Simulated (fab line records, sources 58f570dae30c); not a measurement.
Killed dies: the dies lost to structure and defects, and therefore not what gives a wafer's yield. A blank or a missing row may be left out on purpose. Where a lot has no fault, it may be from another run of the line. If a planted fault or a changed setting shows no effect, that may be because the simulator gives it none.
Matching of chambers    flow berkeley_cmos170    4 sister chambers for UCB170_GATE_ETCH_15 on rie_si-02
The step etches poly-Si in HBr/Cl2, stops on SiO2, time 56.3 s, target depth 278.2 nm. 4 wafers are shown with their chamber, then 7 later ones without.

== WAFERS, EACH WITH ITS CHAMBER ==
wafer   chamber  drypump_motor_current_A (A)
L237.4  0        6.1
L239.1  2        5.2
L239.4  1        5.0
L240.2  3        5.0

== WAFERS WITH NO CHAMBER GIVEN ==
wafer   drypump_motor_current_A (A)
L240.4  6.1
L240.6  5.2
L241.1  6.1
L241.5  5.1
L241.6  5.2
L252.1  5.2
L252.5  6.1

== THE CHAMBER EACH PASSED THROUGH ==
wafer   from the rows above           in truth
L240.4  0                             0
L240.6  2                             2
L241.1  0                             0
L241.5  can't be placed: 1 or 3 or 2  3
L241.6  2                             2
L252.1  2                             2
L252.5  0                             0
Placed correctly: 6 of 7. Can't be placed from these rows: 1 (the true chamber is among the candidates in 1). Placed wrongly: 0.
How it was worked out, from the rows above alone: a wafer's distance from a chamber is the root of the sum, over the readings, of the square of ((its reading less the chamber's mean) divided by the reading's scatter). If the next closest chamber is less than 2 further off than the closest, the wafer can't be placed; otherwise it belongs to the closest. Each chamber's mean is taken over the wafers shown for it. The scatter: root of mean squared gap, hidden wafer to nearest shown wafer, with one shown wafer a chamber.
